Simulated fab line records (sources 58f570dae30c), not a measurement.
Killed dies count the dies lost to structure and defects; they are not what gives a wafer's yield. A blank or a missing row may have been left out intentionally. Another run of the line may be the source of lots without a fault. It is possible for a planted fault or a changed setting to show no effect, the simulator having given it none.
What tool caused it? ; flow berkeleyCmos170 ; Sampling: 15 lots, 45 wafers, 3 of 331 route steps

== WHAT THE GAUGES READ, wafer by wafer ==
UCB170_WELLDRIVE_THK_MEAS_02.
lot;measured;on;WELLDRIVE_OXIDE_THK (nm)
L472;day 3 22:40;filmMetro-04;197 197 197
L473;day 4 10:52;filmMetro-04;196 198 196
L475;day 4 10:53;filmMetro-03;198 200 199
L474;day 4 10:55;filmMetro-01;202 206 202
L478;day 5 05:40;filmMetro-03;203 200 198
L477;day 5 05:41;filmMetro-04;203 205 203
L479;day 5 13:31;filmMetro-01;205 207 205
L486;day 6 13:23;filmMetro-03;197 199 196
L487;day 7 04:14;filmMetro-03;189 192 190
L488;day 7 04:16;filmMetro-04;192 195 194
L489;day 7 13:34;filmMetro-01;193 194 197
L490;day 8 03:19;filmMetro-04;207 204 204
L494;day 8 03:21;filmMetro-01;207 205 208
L493;day 8 03:22;filmMetro-03;205 203 205
L495;day 8 16:39;filmMetro-04;198 194 193

UCB170_PFIELD_TW_MEAS_09.
lot;measured;on;PFIELD_TW
L472;day 4 22:38;filmMetro-02;595 599 603
L473;day 5 08:20;filmMetro-03;605 605 602
L475;day 5 08:07;filmMetro-01;743 740 743
L474;day 5 08:49;filmMetro-01;742 741 743
L478;day 6 10:26;filmMetro-03;608 604 605
L477;day 6 10:37;filmMetro-01;595 593 594
L479;day 6 12:17;filmMetro-03;759 757 754
L486;day 7 13:17;filmMetro-02;597 595 593
L487;day 8 06:07;filmMetro-03;602 603 604
L488;day 8 05:42;filmMetro-02;598 598 599
L489;day 8 16:31;filmMetro-02;597 597 599
L490;day 9 00:55;filmMetro-01;593 595 595
L494;day 9 01:02;filmMetro-01;594 595 596
L493;day 8 23:52;filmMetro-03;604 607 604
L495;day 9 18:05;filmMetro-03;610 607 605

== TOOL THAT RAN EACH LOT (tool first, then ch and the chambers of the sampled wafers, then the start) ==
lot;UCB170_PFIELD_IMPLANT_07
L472;implanter-02 ch 0, day 4 22:24
L473;implanter-03 ch 0, day 5 08:06
L475;implanter-04 ch 0, day 5 07:35
L474;implanter-02 ch 0, day 5 08:16
L478;implanter-03 ch 0, day 6 10:11
L477;implanter-04 ch 0, day 6 10:23
L479;implanter-02 ch 0, day 6 11:44
L486;implanter-02 ch 0, day 7 13:02
L487;implanter-02 ch 0, day 8 05:52
L488;implanter-03 ch 0, day 8 05:29
L489;implanter-03 ch 0, day 8 16:16
L490;implanter-04 ch 0, day 9 00:40
L494;implanter-03 ch 0, day 9 00:47
L493;implanter-02 ch 0, day 8 23:37
L495;implanter-03 ch 0, day 9 17:51
- UCB170_PFIELD_IMPLANT_07

== WHAT THE TOOLS THEMSELVES READ (means of the sampled wafers that have a number; where no wafer has one, the mark that the record gives instead) ==
UCB170_PFIELD_IMPLANT_07.
lot;tool;beamEnergyKeV
L472;implanter-02;79.988
L473;implanter-03;80.002
L475;implanter-04;79.998
L474;implanter-02;79.998
L478;implanter-03;80.005
L477;implanter-04;80.013
L479;implanter-02;79.995
L486;implanter-02;79.953
L487;implanter-02;80.020
L488;implanter-03;80.015
L489;implanter-03;79.997
L490;implanter-04;79.990
L494;implanter-03;79.971
L493;implanter-02;80.030
L495;implanter-03;79.993

== THE ANSWER, worked out from the rows above alone ==
Rule: what is usual is taken from the lots themselves. The widest of any qualifying gaps counts: lots, ordered by their means at a reading, are off when they make up no more than a third of the lots, leave a main group of 4 or more, and stand apart from it by 3 or more times the standard deviation of that group's means. Not used: any main group whose means are identical at the precision the tables above print for the reading. A lot without any number at a reading at which 4 lots or more have one is off too. Where the step has rows for the other lots, those lots are counted as sound. After the gauges, taken in route order, come the tools' own readings; for these a lot's mean is taken, as printed above. The first step at which some lot is off is used, and at that step the reading that is off furthest; a lot without a number counts as furthest.
Off: L475, L474, L479, seen at UCB170_PFIELD_TW_MEAS_09 (PFIELD_TW). The main group: mean 600, standard deviation 4.7.
If a tool, at a process step before that reading, ran all the lots that are off and no sound lot after the first of them, it fits. Those tools and the gauges at UCB170_PFIELD_TW_MEAS_09 are tried in the same way. No candidate that was tried fits.

== WHAT THE SIMULATOR PUT IN ==
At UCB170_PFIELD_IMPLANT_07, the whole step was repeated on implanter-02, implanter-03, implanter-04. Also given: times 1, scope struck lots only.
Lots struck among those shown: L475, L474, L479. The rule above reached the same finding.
